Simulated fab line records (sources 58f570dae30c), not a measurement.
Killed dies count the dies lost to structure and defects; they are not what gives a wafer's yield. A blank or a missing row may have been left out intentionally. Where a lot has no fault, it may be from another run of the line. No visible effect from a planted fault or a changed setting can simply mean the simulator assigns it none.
fab line records	flow berkeleyCmos170
record lots=7	wafers=21	lastDay=12
route steps=331 shown NWELL@24 PWELL@34
lots that met no fault: taken from a fault-free run of the same line
startH: hours from the record's first day to the start of the lot's first wafer shown	waitH: how many hours have passed since the lot's step before this one	" the same as in the row above	L1.1+2: a single row standing in for several wafers	- value missing, or start not given	* or withheld: withheld	< > ~ a bound
route shown NAME@n: a module of which the file shows steps, and the number in the route of the first	usual: average and standard deviation across the fault-free wafers	same: alike in all rows	chamber/n: place in a boat	sites: readings site by site	_std_site: how widely they spread, as a standard deviation	_edge_site: inner sites' mean taken away from outer sites' mean	radiusMm: for every site, how far away it sits from the centre of the wafer	mask NAME#n: copy n	behind: the tool/chamber that last shaped the wafer	hold: reason for holding the lot/hours on hold/outcome of the hold	device: the transistor (n, p or np) that didn't switch	end of line: at the end of the route, the tests of the same wafers	a step with no rows: only its recipe	killed: dies that structure and defects cost at the first sort, which is not the same as the wafer's yield	map: shows each die of a wafer: x if killed, . if not, _ if none is there
set.NAME: the setting as run; set.NAME@STEP: as run at that earlier step	model.NAME: the simulator's own value behind a step, which no gauge read
lots seen at some steps along the route; tables by step, rows by wafer
services: the hour from which a tool's chamber was out of use, counted from the record's first day as startH (under 0 if before that day), plus the number of hours and why
## steps
# step UCB170_NWELL_PEB_10
# recipe pebTempC=130	pebTimeS=withheld	resist=KrF
# step UCB170_NWELL_DEVELOP_11
# recipe developer=TMAH	developTimeS=45	resist=KrF	devTempC=21
# step UCB170_NWELL_OVL_MEAS_12
# usual NWELL_OVL=-1/6.1
lot.wafer	tool	chamber	startH	waitH	NWELL_OVL[nm]
L665.1	overlay-01	-	47.19	-	-11
L665.3	"	-	"	"	-14
L665.5	"	-	"	"	-16
L666.2	overlay-01	-	51.79	-	-7
L666.4	"	-	"	"	-5
L666.6	"	-	"	"	-8
L667.1	overlay-02	-	58.57	-	0
L667.2	"	-	"	"	-5
L667.4	"	-	"	"	-8
L668.2	overlay-02	-	66.96	-	-1
L668.4	"	-	"	"	-5
L668.6	"	-	"	"	-1
L675.2	overlay-01	-	99.49	-	-3
L675.3	"	-	"	"	-6
L675.6	"	-	"	"	3
L684.2	overlay-02	-	133.00	-	-1
L684.3	"	-	"	"	-1
L684.6	"	-	"	"	-7
L686.2	overlay-01	-	142.03	-	5
L686.3	"	-	"	"	-7
L686.5	"	-	"	"	5
# step UCB170_NWELL_ETCH_13
# recipe chemistry=CH3F/Ar/O2	target=Si3N4	stopOn=SiO2	CH3F_flow_sccm=20	Ar_flow_sccm=50	O2_flow_sccm=7	pressureMtorr=50	rfW=450	targetDepthA=2464	overEtchFrac=0.1	timeS=154
# usual CH3F_flow_sccm=20.00/0.06	drypumpMotorCurrentA=5.5/0.48	oesProductAu=0.943/0.015	throttleValvePct=8.02/0.12
lot.wafer	tool	chamber	startH	waitH	CH3F_flow_sccm	drypumpMotorCurrentA	oesProductAu	rfHoursCounterH	throttleValvePct
L665.1	rieDiel-02	0	47.23	0.0	19.98	4.8	0.938	106	8.10
L665.3	"	2	"	"	19.95	6.0	0.949	33	7.97
L665.5	"	0	"	"	20.04	4.8	0.933	-	8.10
L666.2	rieDiel-02	1	51.82	0.0	20.00	5.9	0.949	142	8.10
L666.4	"	3	"	"	20.01	5.8	0.949	41	8.02
L666.6	"	1	"	"	20.09	5.8	0.948	-	8.11
L667.1	rieDiel-04	2	58.60	0.0	20.06	5.1	0.950	106	8.03
L667.2	"	1	"	"	19.99	5.3	0.957	72	7.91
L667.4	"	0	"	"	20.12	6.2	0.947	9	8.22
L668.2	rieDiel-02	0	66.99	0.0	20.07	4.8	0.922	108	8.10
L668.4	"	1	"	"	20.04	5.8	0.960	143	8.11
L668.6	"	0	"	"	19.99	4.8	0.920	-	8.09
L675.2	rieDiel-03	1	99.52	0.0	19.94	5.1	0.948	9	8.04
L675.3	"	3	"	"	19.97	5.7	0.931	7	7.87
L675.6	"	0	"	"	19.99	5.3	0.959	-	8.15
L684.2	rieDiel-04	3	133.03	0.0	20.06	6.1	0.924	83	7.78
L684.3	"	1	"	"	19.96	5.3	0.932	76	7.88
L684.6	"	0	"	"	20.07	6.2	0.930	-	8.22
L686.2	rieDiel-04	1	142.06	0.0	20.07	5.3	0.945	77	7.90
L686.3	"	3	"	"	19.93	6.1	0.930	84	7.80
L686.5	"	3	"	"	20.00	6.1	0.939	-	7.79
# step UCB170_NWELL_IMPLANT_14
# recipe species=P	doseCm2=1e+13	energyKev=150	tiltDeg=7
# step UCB170_NWELL_STRIP_15
# recipe chemistry=O2	powerW=400	pressureMtorr=3500	platenTempC=withheld	o2FlowSccm=400	overashFraction=0.5
# usual drypumpMotorCurrentA=5.7/0.63	oesProductAu=0.721/0.0048	stripTimeToEndpointS=18.07/0.084
lot.wafer	tool	chamber	startH	waitH	drypumpMotorCurrentA	oesProductAu	rfHoursCounterH	stripTimeToEndpointS
L665.1	plasmaAsher-01	1	47.48	0.1	5.5	0.716	25	18.06
L665.3	"	1	"	"	5.5	0.720	-	18.09
L665.5	"	0	"	"	4.8	0.724	-	18.07
L666.2	plasmaAsher-01	0	52.07	0.1	4.8	0.724	25	18.20
L666.4	"	0	"	"	4.8	0.724	-	18.14
L666.6	"	0	"	"	4.8	0.715	-	18.21
L667.1	plasmaAsher-04	0	58.86	0.1	6.6	0.726	29	18.10
L667.2	"	1	"	"	6.1	0.726	29	18.20
L667.4	"	1	"	"	6.0	0.724	-	18.12
L668.2	plasmaAsher-02	1	67.24	0.1	5.8	0.717	34	18.01
L668.4	"	0	"	"	5.1	0.713	-	18.13
L668.6	"	0	"	"	5.1	0.723	-	18.04
L675.2	plasmaAsher-01	0	99.77	0.1	4.8	0.716	30	18.12
L675.3	"	1	"	"	5.4	0.722	-	18.17
L675.6	"	0	"	"	4.7	0.724	-	18.07
L684.2	plasmaAsher-01	1	133.29	0.1	5.5	0.719	34	17.92
L684.3	"	1	"	"	5.5	0.715	-	18.15
L684.6	"	0	"	"	4.8	0.716	-	18.07
L686.2	plasmaAsher-02	0	142.31	0.1	5.1	0.722	43	18.03
L686.3	"	0	"	"	5.1	0.720	-	17.85
L686.5	"	0	"	"	5.1	0.720	-	17.87
# step UCB170_NWELL_TW_MEAS_16
# usual NWELL_TW=1251/9.4
lot.wafer	tool	chamber	startH	waitH	NWELL_TW
L665.1	filmMetro-04	-	47.58	0.1	1259
L665.3	"	-	"	"	1256
L665.5	"	-	"	"	1257
L666.2	filmMetro-03	-	52.18	0.1	1241
L666.4	"	-	"	"	1236
L666.6	"	-	"	"	1244
L667.1	filmMetro-04	-	58.96	0.1	1254
L667.2	"	-	"	"	1260
L667.4	"	-	"	"	1259
L668.2	filmMetro-03	-	67.35	0.1	1241
L668.4	"	-	"	"	1243
L668.6	"	-	"	"	1248
L675.2	filmMetro-04	-	99.88	0.1	1256
L675.3	"	-	"	"	1250
L675.6	"	-	"	"	1251
L684.2	filmMetro-04	-	133.40	0.1	1265
L684.3	"	-	"	"	1264
L684.6	"	-	"	"	1262
L686.2	filmMetro-04	-	142.42	0.1	1264
L686.3	"	-	"	"	1264
L686.5	"	-	"	"	1268
# step UCB170_NWELL_CLEAN_17
# recipe chemistry=SPM	tempC=120	timeS=600
# step UCB170_NWELL_WET_ETCH_18
# recipe chemistry=H3PO4	target=Si3N4	tempC=160	timeS=14400
# step UCB170_NWELL_WET_ETCH_19
# recipe chemistry=BOE	dilution=5:1	target=SiO2	tempC=25	timeS=22
# step UCB170_PWELL_CLEAN_00
# recipe chemistry=SPM	tempC=120	timeS=600
# step UCB170_PWELL_CLEAN_01
# recipe chemistry=dHF	dilution=25:1	timeS=60
# step UCB170_PWELL_OXIDATION_02
# recipe tempC=1000	ambient=O2	targetThkA=264	oxTimeS=1260
# usual oxTempC=1000.0/0.38	spikeTcCentreC=1002.7/2.1
lot.wafer	tool	chamber	startH	waitH	oxTempC	spikeTcCentreC
L665.1	furnace-04	0	56.48	2.5	1000.1	1004.9
L665.3	"	0	"	"	1000.0	1006.5
L665.5	"	0	"	"	1000.0	1006.7
L665.1	furnace-04	0	59.18	1.4	1000.1	1006.9
L665.3	"	0	"	"	1000.2	1007.2
L665.5	"	0	"	"	1000.3	1006.4
L666.2	furnace-02	0	63.79	5.5	1000.3	1002.9
L666.4	"	0	"	"	1000.0	1001.0
L666.6	"	0	"	"	1000.2	1004.1
L666.2	furnace-02	0	67.72	2.6	998.8	1003.8
L666.4	"	0	"	"	999.6	1002.4
L666.6	"	0	"	"	1000.7	1002.4
L667.1	furnace-02	0	67.72	3.7	1000.1	1002.0
L667.2	"	0	"	"	1000.8	1002.0
L667.4	"	0	"	"	999.2	1002.5
L668.2	furnace-01	0	79.74	6.9	999.7	1002.0
L668.4	"	0	"	"	1000.5	1001.8
L668.6	"	0	"	"	999.8	1001.7
L668.2	furnace-01	0	84.09	3.0	1000.0	1000.9
L668.4	"	0	"	"	1000.0	1002.7
L668.6	"	0	"	"	999.9	1002.3
L675.2	furnace-01	0	108.10	0.8	1000.3	1001.7
L675.3	"	0	"	"	1000.2	1001.7
L675.6	"	0	"	"	999.9	1001.3
L684.2	furnace-01	0	141.70	3.4	999.9	1000.4
L684.3	"	0	"	"	1000.2	1002.0
L684.6	"	0	"	"	1000.2	1000.2
L686.2	furnace-01	0	151.49	1.7	999.8	1001.6
L686.3	"	0	"	"	1000.3	999.7
L686.5	"	0	"	"	999.6	1000.3
# step UCB170_PWELL_THK_MEAS_03
# recipe reads=SiO2_of_PWELL_OXIDATION_02
# usual PWELL_OXIDE_THK=26.4/0.42
lot.wafer	tool	chamber	startH	waitH	PWELL_OXIDE_THK[nm]
L665.1	filmMetro-04	-	60.53	0.0	39.2
L665.3	"	-	"	"	38.3
L665.5	"	-	"	"	39.0
L665.1	filmMetro-04	-	60.75	0.2	39.2
L665.3	"	-	"	"	38.3
L665.5	"	-	"	"	39.1
L667.1	filmMetro-04	-	69.07	0.0	26.1
L667.2	"	-	"	"	25.9
L667.4	"	-	"	"	26.0
L666.2	filmMetro-02	-	69.08	0.0	39.7
L666.4	"	-	"	"	38.7
L666.6	"	-	"	"	39.9
L666.2	filmMetro-02	-	69.31	0.2	39.7
L666.4	"	-	"	"	38.7
L666.6	"	-	"	"	39.9
L668.2	filmMetro-04	-	85.45	0.0	39.8
L668.4	"	-	"	"	40.4
L668.6	"	-	"	"	40.5
L668.2	filmMetro-04	-	85.68	0.2	39.8
L668.4	"	-	"	"	40.3
L668.6	"	-	"	"	40.4
L675.2	filmMetro-01	-	109.52	0.1	26.4
L675.3	"	-	"	"	26.7
L675.6	"	-	"	"	26.6
L684.2	filmMetro-04	-	143.12	0.1	25.8
L684.3	"	-	"	"	26.0
L684.6	"	-	"	"	26.1
L686.2	filmMetro-04	-	152.85	0.0	26.2
L686.3	"	-	"	"	26.2
L686.5	"	-	"	"	26.3
# step UCB170_PWELL_ANNEAL_04
# recipe tempC=1000	timeS=900	ambient=N2
# step UCB170_PWELL_CVD_05
# recipe material=Si3N4	targetThkNm=220	tempC=800	precursor=SiH2Cl2/NH3	timeS=3300	pressureMtorr=200	sih2cl2FlowSccm=25	nh3FlowSccm=75
# step UCB170_PWELL_THK_MEAS_06
# recipe reads=Si3N4_of_PWELL_CVD_05
# usual PWELL_NITRIDE_THK=219.4/2.4
lot.wafer	tool	chamber	startH	waitH	PWELL_NITRIDE_THK[nm]
L665.1	filmMetro-01	-	69.64	0.0	222.5
L665.3	"	-	"	"	224.4
L665.5	"	-	"	"	221.9
L667.1	filmMetro-04	-	73.49	0.0	217.3
L667.2	"	-	"	"	216.4
L667.4	"	-	"	"	217.9
L666.2	filmMetro-02	-	77.46	0.0	215.7
L666.4	"	-	"	"	214.7
L666.6	"	-	"	"	215.9
L668.2	filmMetro-01	-	94.13	0.0	218.8
L668.4	"	-	"	"	218.1
L668.6	"	-	"	"	218.3
L675.2	filmMetro-02	-	118.39	0.1	220.3
L675.3	"	-	"	"	220.2
L675.6	"	-	"	"	218.7
L684.2	filmMetro-01	-	149.76	0.0	220.9
L684.3	"	-	"	"	220.9
L684.6	"	-	"	"	222.1
L686.2	filmMetro-01	-	158.09	0.0	222.7
L686.3	"	-	"	"	221.4
L686.5	"	-	"	"	220.1
# step UCB170_PWELL_HMDS_07
# recipe primeTimeS=60	primeTempC=100
# step UCB170_PWELL_COAT_08
# recipe resist=KrF	spinRpm=1500	resistThkNm=900
# step UCB170_PWELL_SOFTBAKE_09
# recipe resist=KrF	tempC=130	timeS=60
# step UCB170_PWELL_EXPOSE_10
# recipe maskId=PWELL	targetCdNm=3000	na=0.5	sigmaOuter=0.6	sourceShape=conventional	doseMj=19
# step UCB170_PWELL_PEB_11
# recipe pebTempC=130	pebTimeS=withheld	resist=KrF
# step UCB170_PWELL_DEVELOP_12
# recipe developer=TMAH	developTimeS=45	resist=KrF	devTempC=21
# step UCB170_PWELL_OVL_MEAS_13
# usual PWELL_OVL=3/4.8
lot.wafer	tool	chamber	startH	waitH	PWELL_OVL[nm]
L665.1	overlay-02	-	71.18	-	-1
L665.3	"	-	"	"	6
L665.5	"	-	"	"	-2
L667.1	overlay-01	-	75.98	-	9
L667.2	"	-	"	"	0
L667.4	"	-	"	"	-1
L666.2	overlay-02	-	79.04	-	0
L666.4	"	-	"	"	-8
L666.6	"	-	"	"	-4
L668.2	overlay-01	-	95.03	-	-7
L668.4	"	-	"	"	-1
L668.6	"	-	"	"	0
L675.2	overlay-02	-	120.02	-	5
L675.3	"	-	"	"	9
L675.6	"	-	"	"	-3
L684.2	overlay-01	-	153.50	-	4
L684.3	"	-	"	"	2
L684.6	"	-	"	"	4
L686.2	overlay-02	-	159.67	-	1
L686.3	"	-	"	"	3
L686.5	"	-	"	"	8
# step UCB170_PWELL_ETCH_14
# recipe chemistry=CH3F/Ar/O2	target=Si3N4	stopOn=SiO2	CH3F_flow_sccm=20	Ar_flow_sccm=50	O2_flow_sccm=7	pressureMtorr=50	rfW=450	targetDepthA=2420	overEtchFrac=0.1	timeS=151
# usual CH3F_flow_sccm=20.00/0.061	drypumpMotorCurrentA=5.6/0.4	oesProductAu=0.942/0.018	throttleValvePct=8.06/0.13
lot.wafer	tool	chamber	startH	waitH	CH3F_flow_sccm	drypumpMotorCurrentA	oesProductAu	rfHoursCounterH	throttleValvePct	model.SiO2_of_PWELL_OXIDATION_02.thkNm
L665.1	rieDiel-01	0	71.22	0.0	20.06	5.3	0.970	42	8.25	35.29
L665.3	"	3	"	"	20.14	6.1	0.942	75	8.17	34.52
L665.5	"	1	"	"	19.98	5.2	0.924	-	7.96	35.29
L667.1	rieDiel-02	0	76.02	0.0	19.94	4.8	0.914	108	8.09	22.17
L667.2	"	1	"	"	19.96	5.8	0.952	143	8.10	22.33
L667.4	"	2	"	"	19.99	6.0	0.927	35	7.95	22.29
L666.2	rieDiel-01	0	79.07	0.0	20.00	5.4	0.949	43	8.24	35.84
L666.4	"	1	"	"	20.01	5.2	0.913	147	7.93	35.05
L666.6	"	2	"	"	20.04	5.5	0.956	-	8.14	36.18
L668.2	rieDiel-01	1	95.06	0.0	19.97	5.2	0.924	147	7.97	36.07
L668.4	"	2	"	"	20.02	5.5	0.957	105	8.14	36.52
L668.6	"	0	"	"	20.03	5.4	0.959	-	8.23	36.54
L675.2	rieDiel-01	3	120.05	0.0	19.89	6.0	0.928	77	8.15	22.52
L675.3	"	1	"	"	20.05	5.2	0.915	148	7.94	22.93
L675.6	"	1	"	"	20.07	5.2	0.917	-	7.94	22.75
L684.2	rieDiel-04	2	153.53	0.0	19.84	5.1	0.954	110	8.02	22.24
L684.3	"	3	"	"	20.02	6.1	0.930	84	7.80	22.03
L684.6	"	2	"	"	19.99	5.2	0.959	-	8.02	22.5
L686.2	rieDiel-01	1	159.70	0.0	20.02	5.2	0.931	151	7.94	22.5
L686.3	"	0	"	"	20.01	5.4	0.957	47	8.23	22.34
L686.5	"	0	"	"	20.03	5.4	0.961	-	8.23	22.45
# step UCB170_PWELL_IMPLANT_15
# recipe species=B	doseCm2=5e+12	energyKev=60	tiltDeg=7
## services
tool	chamber	startH	hours	kind
rieDiel-03	-	36.06	14.6	pm
rieDiel-02	3	37.69	2.5	repair
rieDiel-01	2	51.51	5.0	repair
plasmaAsher-01	-	57.64	2.1	repair
furnace-02	-	72.63	8.0	repair
furnace-04	-	77.03	3.3	pm
rieDiel-04	-	93.83	0.4	repair
rieDiel-01	3	97.41	2.6	repair
plasmaAsher-04	-	98.15	0.9	repair
furnace-04	-	99.47	2.5	pm
rieDiel-03	3	101.66	4.2	repair
furnace-02	-	102.02	3.5	pm
rieDiel-02	3	102.41	2.6	repair
plasmaAsher-04	-	108.75	9.0	pm
plasmaAsher-04	0	108.75	9.0	ventCycle
plasmaAsher-04	1	108.75	9.0	ventCycle
rieDiel-01	-	112.88	2.8	pm
plasmaAsher-04	0	117.75	-	clean
rieDiel-02	0	129.30	7.8	repair
rieDiel-04	0	137.80	2.4	repair
plasmaAsher-04	-	140.02	2.8	pm
furnace-01	-	144.55	3.1	pm
plasmaAsher-01	-	157.65	0.6	repair
plasmaAsher-02	-	158.13	6.6	pm
## key
firstSign step=UCB170_PWELL_OXIDATION_02	reading=visit	direction=added
effect step=UCB170_PWELL_THK_MEAS_03	reading=visit	direction=added
effect step=UCB170_PWELL_THK_MEAS_03	reading=PWELL_OXIDE_THK	direction=up	sigmas=31	usual=26.4	struck=39.5
modelEffect step=UCB170_PWELL_ETCH_14	value=SiO2_of_PWELL_OXIDATION_02.thkNm	without=22.91	struck=35.7
metAt UCB170_PWELL_OXIDATION_02
struckWafers L665.1,L665.3,L665.5,L666.2,L666.4,L666.6,L668.2,L668.4,L668.6
testerLeftOut L665,L666,L668
fault kind=repeatedStepWhole	tool=furnace-01,furnace-02,furnace-04	chamber=-	onsetH=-	steps=UCB170_PWELL_OXIDATION_02	times=1	scope=struckLotsOnly
# testerLeftOut: of these lots the tester's yield and bins aren't shown, on N5 and GAA mostly nor the transistor test; their killed dies are dies lost to structure and defects alone, not to doping, threshold or leakage, so they don't give the yield
